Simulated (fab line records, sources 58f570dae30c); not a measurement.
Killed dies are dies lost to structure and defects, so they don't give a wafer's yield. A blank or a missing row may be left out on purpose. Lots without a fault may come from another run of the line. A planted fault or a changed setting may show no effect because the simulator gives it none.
Problem report in the 8D (eight disciplines) form, filled by code | flow berkeley_cmos170 | the parts of the form that need people (team, actions taken, sign-off) are left out

1. THE PROBLEM
oes_product_au at UCB170_ZERO_ETCH_06 reads a mean of 0.565 a.u. on 6 wafers of 2 lots; wafers without a fault read 0.619 a.u. with a standard deviation of 0.0091. That is -6.0 standard deviations from the usual mean.
The step: etches SiO2 in CHF3/CF4/Ar, time 12 s.
First seen on wafer L137.1, day 4 20:37, on rie_diel-01. The record holds 42 wafers of 14 lots with a number at this step. Rule for "out", or "out of limits": more than 4 standard deviations from the usual mean. The other wafers with a number count as sound.

2. WHAT IT IS AND WHAT IT IS NOT
question                    | is                     | is not
which readings at this step | oes_product_au         | cf4_flow_sccm, drypump_motor_current_A, throttle_valve_pct
which lots                  | L137, L139             | L123, L125, L126, L127, L128, L129, L130, L131, L134, L135, L145, L146
which wafers of those lots  | all that have a number | -
read on which tools         | rie_diel-01            | rie_diel-03, rie_diel-04
when                        | from day 4 20:37       | up to then (30 sound wafers); but 6 sound wafers of L145, L146 came after

3. SUSPECTS, AND WHAT RULES EACH OUT
Counting: a tool at a process step up to the reading stays a suspect if it ran every lot that is out and no sound lot after the first of them.
- rie_diel-01 at UCB170_ZERO_ETCH_06 (etches SiO2 in CHF3/CF4/Ar, time 12 s): kept. It ran every lot that is out, first L137 (day 4 20:37), and no sound lot after that; its last sound lot up to then is L135 (day 4 06:37). Its own readings are out on those wafers: oes_product_au.
Left after counting: rie_diel-01 at UCB170_ZERO_ETCH_06.

4. THE CAUSE (what the simulator had put in)
Process parameter drift: rie_diel-01, from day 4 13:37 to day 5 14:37, at UCB170_ZERO_ETCH_06. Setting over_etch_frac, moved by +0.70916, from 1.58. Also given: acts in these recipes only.
Counting left only this tool.

5. THE CHAIN OF EFFECTS, in route order
Each row: a reading whose mean over the struck wafers that have a number lies more than 3 standard deviations from the usual. Only readings for which the record gives a usual standard deviation are gone through. hours: the time from each lot's start at the first step in this table that gives one to its start at this step, as a median over the lots. sigmas: the change in usual standard deviations.
hours | step                | reading        | usual      | on struck wafers | change | sigmas
0     | UCB170_ZERO_ETCH_06 | oes_product_au | 0.619 a.u. | 0.565            | -0.054 | -6.0
The process steps in it:
- UCB170_ZERO_ETCH_06: etches SiO2 in CHF3/CF4/Ar, time 12 s.
Later measuring or inspecting steps at which every struck wafer that the step has a row for has a number for every such reading, and none has moved that far: UCB170_PWELL_THK_MEAS_06, UCB170_PVT_TW_MEAS_09.

6. WHAT WOULD HAVE CAUGHT IT SOONER
In this record the first reading out of limits was taken at day 4 20:37, 7 hours after the fault began at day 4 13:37.
